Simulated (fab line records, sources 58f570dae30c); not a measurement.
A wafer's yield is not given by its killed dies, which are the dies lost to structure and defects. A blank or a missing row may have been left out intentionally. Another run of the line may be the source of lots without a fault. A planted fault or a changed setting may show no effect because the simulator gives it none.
Tool commonality check    flow berkeleyCmos170    42 wafers sampled across 14 lots

== REASON IT WAS OPENED ==
2 of 14 lots carry a flag on the reading SILICIDE_TI_RS at UCB170_SILICIDE_RS_MEAS_02. No-fault wafers: 26.1 ohm/sq, standard deviation 0.34.
Rule: a lot is flagged when every wafer of it that has a number lies more than 4 standard deviations from that mean, or none has a number. The other lots count as sound.

lot   measured      on            SILICIDE_TI_RS (ohm/sq), wafer by wafer  flag
L240  day 7 05:36   filmMetro-02  26.4 26.3 26.1                           
L236  day 7 05:40   filmMetro-03  26.4 26.3 26.4                           
L237  day 7 05:47   filmMetro-02  26.0 26.2 26.2                           
L239  day 7 06:04   filmMetro-01  25.9 26.3 26.4                           
L238  day 7 06:28   filmMetro-03  26.5 26.8 26.8                           
L245  day 8 22:53   filmMetro-02  26.4 26.4 26.1                           
L246  day 9 00:40   filmMetro-02  20.9 20.8 20.7                           FLAGGED
L251  day 9 20:29   filmMetro-03  25.8 25.6 25.8                           
L248  day 10 01:43  filmMetro-01  21.5 21.3 21.7                           FLAGGED
L252  day 10 03:11  filmMetro-02  26.2 26.2 26.2                           
L253  day 10 14:26  filmMetro-02  26.2 25.9 26.4                           
L256  day 10 14:51  filmMetro-03  26.4 26.4 26.5                           
L258  day 11 13:31  filmMetro-02  26.1 26.2 26.3                           
L259  day 12 01:54  filmMetro-03  26.4 26.1 25.9                           
Average over the flagged lots: 21.1 ohm/sq; offset from the usual -5.0 ohm/sq, equal to -15 standard deviations.

== WHICH TOOL EACH LOT WENT THROUGH ==
2 process steps preceding the reading are held in the record, out of 331 steps in the route. Read each cell as the tool, then ch plus the chambers that the sampled wafers visited, then the start.
lot   flag     UCB170_ACTIVE_STRIP_16              UCB170_SILICIDE_SPUTTER_01
L240           plasmaAsher-02 ch 0,1, day 4 15:02  pvdSputter-04, day 7 05:32
L236           plasmaAsher-03 ch 0,1, day 4 09:13  pvdSputter-01, day 7 05:32
L237           plasmaAsher-02 ch 0,1, day 4 09:22  pvdSputter-03, day 7 05:42
L239           plasmaAsher-03 ch 0,1, day 4 14:46  pvdSputter-04, day 7 06:01
L238           plasmaAsher-03 ch 0,1, day 4 14:52  pvdSputter-01, day 7 06:26
L245           plasmaAsher-01 ch 0,1, day 6 02:58  pvdSputter-01, day 8 22:49
L246  FLAGGED  plasmaAsher-02 ch 0,1, day 6 03:05  pvdSputter-04, day 9 00:38
L251           plasmaAsher-01 ch 1, day 7 07:25    pvdSputter-03, day 9 20:26
L248  FLAGGED  plasmaAsher-03 ch 0,1, day 6 23:36  pvdSputter-04, day 10 01:41
L252           plasmaAsher-01 ch 0,1, day 7 16:09  pvdSputter-01, day 10 03:08
L253           plasmaAsher-02 ch 0,1, day 7 22:07  pvdSputter-01, day 10 14:20
L256           plasmaAsher-03 ch 0,1, day 8 02:41  pvdSputter-03, day 10 14:48
L258           plasmaAsher-02 ch 0,1, day 8 19:02  pvdSputter-01, day 11 13:29
L259           plasmaAsher-03 ch 0,1, day 9 08:33  pvdSputter-03, day 12 01:50
These steps, and what they do:
- UCB170_ACTIVE_STRIP_16: strips in O2.
- UCB170_SILICIDE_SPUTTER_01: material Ti, target thk 30 nm, time 25 s.
- UCB170_SILICIDE_RS_MEAS_02: measures by four-point-probe.

== FLAGGED AGAINST TOTAL, ONE TOOL AT A TIME (gauges that did the reading follow at the end) ==
step                        tool            lots run  flagged  share of the flagged lots  sound lots run after its first flagged lot
UCB170_ACTIVE_STRIP_16      plasmaAsher-01  3         0        none                       -
UCB170_ACTIVE_STRIP_16      plasmaAsher-02  5         1        some                       2 (L253,L258)
UCB170_ACTIVE_STRIP_16      plasmaAsher-03  6         1        some                       2 (L256,L259)
UCB170_SILICIDE_SPUTTER_01  pvdSputter-01   6         0        none                       -
UCB170_SILICIDE_SPUTTER_01  pvdSputter-03   4         0        none                       -
UCB170_SILICIDE_SPUTTER_01  pvdSputter-04   4         2        all                        0
UCB170_SILICIDE_RS_MEAS_02  filmMetro-01    2         1        some                       0
UCB170_SILICIDE_RS_MEAS_02  filmMetro-02    7         1        some                       3 (L252,L253,L258)
UCB170_SILICIDE_RS_MEAS_02  filmMetro-03    5         0        none                       -

== WHAT THE TABLE ALLOWS ==
In the table, 1 row covers all flagged lots: pvdSputter-04 at UCB170_SILICIDE_SPUTTER_01.
- pvdSputter-04 at UCB170_SILICIDE_SPUTTER_01 ran 4 lots, 2 of them flagged. Last sound lot L239 at day 7 06:01, first flagged lot L246 at day 9 00:38; a fault beginning in between fits. Its own readings lie more than 4 standard deviations out on every wafer of the flagged lots: cathodeDcPowerW.
What remains is a single tool, pvdSputter-04 at UCB170_SILICIDE_SPUTTER_01.

== WHAT THE SIMULATOR HAD PUT IN ==
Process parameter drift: pvdSputter-04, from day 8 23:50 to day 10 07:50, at UCB170_SILICIDE_SPUTTER_01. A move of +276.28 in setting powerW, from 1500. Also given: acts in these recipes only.
Shown lots that were struck: L246, L248. This agrees with what the rule above found.
